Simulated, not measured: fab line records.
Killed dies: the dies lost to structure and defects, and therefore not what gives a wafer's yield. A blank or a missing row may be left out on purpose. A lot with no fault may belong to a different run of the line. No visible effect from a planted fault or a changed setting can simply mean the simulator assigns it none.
Check of tool commonality + flow berkeley_cmos170 + Lots sampled 15, wafers sampled 54

## THE REASON FOR OPENING IT
3 of 15 lots carry a flag on the reading NSD_TW at UCB170_NSD_TW_MEAS_10. Fault-free wafers read 4248, with a standard deviation of 58.
Rule: a lot is flagged when every wafer of it that has a number lies more than 4 standard deviations from that mean, or none has a number. As for the other lots, they are considered sound.

| lot  | measured     | on            | NSD_TW, wafer by wafer        | flag    |
|------|--------------|---------------|-------------------------------|---------|
| L770 | day 8 17:53  | film_metro-04 | 4188 4190 4191                |         |
| L772 | day 9 19:10  | film_metro-02 | 4296 4289 4293                |         |
| L773 | day 9 19:35  | film_metro-03 | 4291 4293 4303                |         |
| L774 | day 9 19:43  | film_metro-04 | 4166 4162 4163                |         |
| L775 | day 10 03:43 | film_metro-04 | 4151 4187 4166                |         |
| L776 | day 10 03:58 | film_metro-02 | 4285 4293 4267                |         |
| L777 | day 10 13:20 | film_metro-04 | 4161 4184 4128                |         |
| L782 | day 11 01:45 | film_metro-03 | 4346 4334 4332                |         |
| L779 | day 11 01:52 | film_metro-02 | 3956 3981 3976 3984 3967 3971 | FLAGGED |
| L780 | day 11 02:11 | film_metro-02 | 3991 3989 3996 3974 3977 3988 | FLAGGED |
| L783 | day 11 08:20 | film_metro-04 | 3890 3882 3884 3874 3863 3862 | FLAGGED |
| L786 | day 12 05:34 | film_metro-02 | 4261 4246 4258                |         |
| L787 | day 12 05:59 | film_metro-02 | 4223 4269 4231                |         |
| L785 | day 12 06:08 | film_metro-03 | 4305 4330 4298                |         |
| L788 | day 12 15:27 | film_metro-04 | 4170 4167 4174                |         |
The numbers of the flagged lots are 3945 on average: -303 against the usual, or -5 standard deviations.

## EACH LOT AND THE TOOL IT RAN ON
The record holds 2 process steps before the reading, out of a route of 331 steps. In each cell: the tool, then ch and the chambers that the sampled wafers went through, then the start.
| lot  | flag    | UCB170_NSD_IMPLANT_08           | UCB170_NSD_STRIP_09                  |
|------|---------|---------------------------------|--------------------------------------|
| L770 |         | implanter-04 ch 0, day 8 17:40  | plasma_asher-04 ch 0,1, day 8 17:48  |
| L772 |         | implanter-04 ch 0, day 9 18:55  | plasma_asher-04 ch 0,1, day 9 19:04  |
| L773 |         | implanter-03 ch 0, day 9 19:21  | plasma_asher-02 ch 0,1, day 9 19:29  |
| L774 |         | implanter-01 ch 0, day 9 19:28  | plasma_asher-04 ch 0,1, day 9 19:37  |
| L775 |         | implanter-04 ch 0, day 10 03:31 | plasma_asher-04 ch 0,1, day 10 03:37 |
| L776 |         | implanter-03 ch 0, day 10 03:44 | plasma_asher-03 ch 0,1, day 10 03:52 |
| L777 |         | implanter-01 ch 0, day 10 13:05 | plasma_asher-02 ch 0,1, day 10 13:13 |
| L782 |         | implanter-04 ch 0, day 11 01:32 | plasma_asher-03 ch 0,1, day 11 01:40 |
| L779 | FLAGGED | implanter-01 ch 0, day 11 01:38 | plasma_asher-02 ch 0,1, day 11 01:45 |
| L780 | FLAGGED | implanter-01 ch 0, day 11 01:58 | plasma_asher-04 ch 0,1, day 11 02:05 |
| L783 | FLAGGED | implanter-01 ch 0, day 11 08:05 | plasma_asher-04 ch 0,1, day 11 08:14 |
| L786 |         | implanter-04 ch 0, day 12 05:20 | plasma_asher-04 ch 0,1, day 12 05:28 |
| L787 |         | implanter-04 ch 0, day 12 05:44 | plasma_asher-04 ch 0,1, day 12 05:53 |
| L785 |         | implanter-03 ch 0, day 12 05:53 | plasma_asher-03 ch 0,1, day 12 06:00 |
| L788 |         | implanter-04 ch 0, day 12 15:12 | plasma_asher-04 ch 0,1, day 12 15:21 |
What the steps here do:
- UCB170_NSD_IMPLANT_08
- UCB170_NSD_STRIP_09: strips in O2.
- UCB170_NSD_TW_MEAS_10

## FLAGGED AGAINST TOTAL, ONE TOOL AT A TIME (gauges that did the reading follow at the end)
| step                  | tool            | lots run | flagged | share of the flagged lots | sound lots run after its first flagged lot |
|-----------------------|-----------------|----------|---------|---------------------------|--------------------------------------------|
| UCB170_NSD_IMPLANT_08 | implanter-01    | 5        | 3       | all                       | 0                                          |
| UCB170_NSD_IMPLANT_08 | implanter-03    | 3        | 0       | none                      | -                                          |
| UCB170_NSD_IMPLANT_08 | implanter-04    | 7        | 0       | none                      | -                                          |
| UCB170_NSD_STRIP_09   | plasma_asher-02 | 3        | 1       | some                      | 0                                          |
| UCB170_NSD_STRIP_09   | plasma_asher-03 | 3        | 0       | none                      | -                                          |
| UCB170_NSD_STRIP_09   | plasma_asher-04 | 9        | 2       | some                      | 3 (L786,L787,L788)                         |
| UCB170_NSD_TW_MEAS_10 | film_metro-02   | 6        | 2       | some                      | 2 (L786,L787)                              |
| UCB170_NSD_TW_MEAS_10 | film_metro-03   | 3        | 0       | none                      | -                                          |
| UCB170_NSD_TW_MEAS_10 | film_metro-04   | 6        | 1       | some                      | 1 (L788)                                   |

## THE TABLE: WHAT IT ALLOWS
All flagged lots share 1 row of the table, namely implanter-01 at UCB170_NSD_IMPLANT_08.
- implanter-01 at UCB170_NSD_IMPLANT_08 ran 5 lots, 3 of them flagged. Its last sound lot is L777 (day 10 13:05), its first flagged lot L779 (day 11 01:38): a fault that began between those two fits. Its own readings (dose_ions_cm2, faraday_current_uA) fall more than 4 standard deviations out on all wafers of the flagged lots.
What remains is a single tool, implanter-01 at UCB170_NSD_IMPLANT_08.

## WHAT WAS PUT IN BY THE SIMULATOR
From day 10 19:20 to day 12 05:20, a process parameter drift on implanter-01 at UCB170_NSD_IMPLANT_08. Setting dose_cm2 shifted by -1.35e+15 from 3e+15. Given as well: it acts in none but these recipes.
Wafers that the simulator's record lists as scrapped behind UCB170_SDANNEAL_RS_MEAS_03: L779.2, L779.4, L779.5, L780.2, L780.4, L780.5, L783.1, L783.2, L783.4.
Shown lots that were struck: L779, L780, L783. The rule above found the same.
